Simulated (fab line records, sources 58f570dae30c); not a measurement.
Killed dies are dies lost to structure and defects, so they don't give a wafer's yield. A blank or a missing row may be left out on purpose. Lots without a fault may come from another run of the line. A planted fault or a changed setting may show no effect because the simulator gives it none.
Which tool did it? | flow berkeley_cmos170 | 12 lots, 36 wafers sampled, at 4 steps of a route of 331

WHAT THE GAUGES READ, wafer by wafer
UCB170_ACTIVE_OVL_MEAS_14. Usual: ACTIVE_OVL -4 nm, standard deviation 5.3.
lot  | measured     | on         | ACTIVE_OVL (nm) | flag
L977 | day 5 01:56  | overlay-02 | -1 -7 -8        |
L983 | day 6 10:52  | overlay-01 | 4 1 2           |
L984 | day 6 18:01  | overlay-02 | -2 -7 -2        |
L987 | day 7 12:26  | overlay-01 | -8 -11 -3       |
L988 | day 7 05:19  | overlay-02 | -2 -6 -5        |
L990 | day 7 12:06  | overlay-01 | -4 -2 4         |
L991 | day 7 23:46  | overlay-01 | -3 -12 -4       |
L992 | day 7 23:29  | overlay-01 | 2 0 -1          |
L994 | day 9 02:31  | overlay-01 | -4 -9 -8        |
L996 | day 9 13:59  | overlay-01 | -9 -3 0         |
L999 | day 10 04:02 | overlay-02 | -7 -4 -3        |
L998 | day 10 03:44 | overlay-02 | -15 -7 -10      |

UCB170_SCREENOX_THK_MEAS_02. Usual: SCREENOX_OXIDE_THK 14.33 nm, standard deviation 0.26.
lot  | measured     | on            | SCREENOX_OXIDE_THK (nm)             | flag
L977 | day 6 10:56  | film_metro-04 | 14.44 14.59 14.65                   |
L983 | day 7 18:35  | film_metro-01 | 15.33 15.38 15.35                   | OFF
L984 | day 8 04:29  | film_metro-01 | 15.44 15.63 15.42 15.49 15.61 15.45 | OFF
L987 | day 9 00:55  | film_metro-01 | 15.66 15.48 15.72 15.65 15.47 15.69 | OFF
L988 | day 9 00:59  | film_metro-01 | 15.32 15.15 15.24                   | OFF
L990 | day 9 00:58  | film_metro-04 | 14.52 14.18 14.17                   |
L991 | day 9 20:51  | film_metro-03 | 14.34 14.42 14.43                   |
L992 | day 9 20:52  | film_metro-04 | 13.91 13.92 14.03                   |
L994 | day 11 00:40 | film_metro-04 | 13.95 14.33 14.25                   |
L996 | day 11 09:20 | film_metro-03 | 13.86 13.70 13.63                   |
L999 | day 11 17:49 | film_metro-04 | 14.39 14.80 14.64                   |
L998 | day 11 17:47 | film_metro-03 | 14.51 14.46 14.31                   |

UCB170_NVT_TW_MEAS_09. Usual: NVT_TW 522, standard deviation 4.8.
lot  | measured     | on            | NVT_TW      | flag
L977 | day 6 17:42  | film_metro-01 | 528 526 530 |
L983 | day 8 03:25  | film_metro-03 | 526 527 525 |
L984 | day 8 17:39  | film_metro-01 | 520 522 525 |
L987 | day 9 12:01  | film_metro-03 | 524 526 527 |
L988 | day 9 12:18  | film_metro-03 | 524 524 527 |
L990 | day 9 12:08  | film_metro-02 | 514 517 515 |
L991 | day 10 13:47 | film_metro-02 | 516 516 517 |
L992 | day 10 14:15 | film_metro-02 | 518 517 520 |
L994 | day 11 08:56 | film_metro-01 | 526 527 526 |
L996 | day 11 13:35 | film_metro-02 | 516 515 518 |
L999 | day 12 00:28 | film_metro-02 | 517 515 518 |
L998 | day 12 03:07 | film_metro-02 | 517 515 514 |

WHICH TOOL RAN EACH LOT (tool, then ch and the chambers of the sampled wafers, then the start)
lot  | UCB170_ZERO_STRIP_07
L977 | plasma_asher-03 ch 0,1, day 1 19:50
L983 | plasma_asher-02 ch 0,1, day 3 08:07
L984 | plasma_asher-04 ch 0,1, day 3 14:47
L987 | plasma_asher-02 ch 0,1, day 4 02:49
L988 | plasma_asher-03 ch 0,1, day 4 02:56
L990 | plasma_asher-03 ch 0,1, day 4 17:52
L991 | plasma_asher-02 ch 0,1, day 4 17:53
L992 | plasma_asher-02 ch 0, day 5 03:13
L994 | plasma_asher-04 ch 0,1, day 5 12:52
L996 | plasma_asher-04 ch 0,1, day 6 02:06
L999 | plasma_asher-03 ch 0,1, day 6 09:35
L998 | plasma_asher-02 ch 0,1, day 6 09:39
- UCB170_ZERO_STRIP_07: strips in O2.

WHAT THE TOOLS THEMSELVES READ (means of the sampled wafers that have a number; where no wafer has one, the mark that the record gives instead)
UCB170_ZERO_STRIP_07. Usual: drypump_motor_current_A 5.9 A, standard deviation 0.66; oes_product_au 0.728 a.u., standard deviation 0.0046; strip_time_to_endpoint_s 21.49 s, standard deviation 0.065.
lot  | tool            | drypump_motor_current_A (A) | oes_product_au (a.u.) | strip_time_to_endpoint_s (s) | flag
L977 | plasma_asher-03 | 6.4                         | 0.728                 | 21.38                        |
L983 | plasma_asher-02 | 5.2                         | 0.734                 | 21.50                        |
L984 | plasma_asher-04 | 6.0                         | 0.727                 | 21.58                        |
L987 | plasma_asher-02 | 5.2                         | 0.729                 | 21.48                        |
L988 | plasma_asher-03 | 6.5                         | 0.725                 | 21.48                        |
L990 | plasma_asher-03 | 6.5                         | 0.729                 | 21.43                        |
L991 | plasma_asher-02 | 5.0                         | 0.729                 | 21.54                        |
L992 | plasma_asher-02 | 5.4                         | 0.728                 | 21.57                        |
L994 | plasma_asher-04 | 6.2                         | 0.725                 | 21.49                        |
L996 | plasma_asher-04 | 6.2                         | 0.725                 | 21.59                        |
L999 | plasma_asher-03 | 6.4                         | 0.727                 | 21.42                        |
L998 | plasma_asher-02 | 5.0                         | 0.726                 | 21.46                        |

THE ANSWER, worked out from the rows above alone
Rule: a lot is off if the mean of its wafers that have a number lies more than 3 standard deviations from the usual mean. A lot without any number at a reading at which 4 lots or more have one is off too. The other lots that the step has rows for count as sound. The gauges are gone through in route order, then the tools' own readings, and for those a lot's mean is taken as printed above. The first step at which some lot is off is used, and at that step the reading that is off furthest; a lot without a number counts as furthest.
Off: L983, L984, L987, L988, at UCB170_SCREENOX_THK_MEAS_02 (SCREENOX_OXIDE_THK).
A tool fits if, at a process step before that reading, it ran every lot that is off, and no sound lot after the first of them. The gauges at UCB170_SCREENOX_THK_MEAS_02 are tried like those tools. One fits: film_metro-01 at UCB170_SCREENOX_THK_MEAS_02. It ran no sound lot before its first lot that is off in this sample, so the start can't be narrowed down.

WHAT THE SIMULATOR HAD PUT IN
Metrology matching offset: film_metro-01, from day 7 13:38 on, at UCB170_SCREENOX_THK_MEAS_02. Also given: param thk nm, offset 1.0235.
Lots struck among those shown: L983, L984, L988, L987. The rule above found the same.
